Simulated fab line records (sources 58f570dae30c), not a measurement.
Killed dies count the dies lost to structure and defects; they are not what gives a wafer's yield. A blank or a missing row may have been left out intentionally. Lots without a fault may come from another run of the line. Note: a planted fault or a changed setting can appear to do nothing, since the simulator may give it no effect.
Which tool is to blame?    flow berkeley cmos170    Sampling: 7 lots, 21 wafers, 2 of 331 route steps

WHAT EACH GAUGE READ, for each wafer
UCB170_PLDD_TW_MEAS_11.
lot   measured      on             PLDD_TW
L350  day 8 04:22   film metro-03  1017 1018 1016
L346  day 8 05:07   film metro-03  1016 1019 1018
L353  day 8 15:49   film metro-04  1011 1010 1018
L355  day 9 12:16   film metro-04  1002 1008 1008
L358  day 10 02:58  film metro-04  1006 1009 1008
L364  day 11 09:07  film metro-04  1040 1036 1043
L368  day 12 04:55  film metro-03  1023 1017 1012

TOOL THAT RAN EACH LOT (tool first, then ch and the chambers of the sampled wafers, then the start)
lot   UCB170_PLDD_IMPLANT_08
L350  implanter-02 ch 0, day 8 03:58
L346  implanter-03 ch 0, day 8 04:43
L353  implanter-03 ch 0, day 8 15:25
L355  implanter-02 ch 0, day 9 11:52
L358  implanter-04 ch 0, day 10 02:34
L364  implanter-02 ch 0, day 11 08:44
L368  implanter-03 ch 0, day 12 04:32
- UCB170_PLDD_IMPLANT_08

THE ANSWER, worked out from the rows above alone
Rule: usual is defined by the lots themselves. Put in order of their means at a reading, lots are off if they are a third of the lots or fewer, leave a main group of 4 or more, and stand apart from it by a gap of 3 or more times the standard deviation of the main group's means; of several such gaps the widest counts. The tables above print the reading to a certain number of digits; a main group whose means all agree to those digits is not used. Also off: a lot with no number at a reading for which 4 or more lots have one. The other lots that the step has rows for count as sound.
Off: L364, seen at UCB170_PLDD_TW_MEAS_11 (PLDD_TW). Mean 1013 and standard deviation 4.7 in the main group.
A tool fits if, at a process step before that reading, it ran every lot that is off, and no sound lot after the first of them. The gauges at UCB170_PLDD_TW_MEAS_11 are tried like those tools. This does not decide it: 2 tools fit, namely implanter-02 at UCB170_PLDD_IMPLANT_08 and film metro-04 at UCB170_PLDD_TW_MEAS_11.

WHAT THE SIMULATOR PUT IN
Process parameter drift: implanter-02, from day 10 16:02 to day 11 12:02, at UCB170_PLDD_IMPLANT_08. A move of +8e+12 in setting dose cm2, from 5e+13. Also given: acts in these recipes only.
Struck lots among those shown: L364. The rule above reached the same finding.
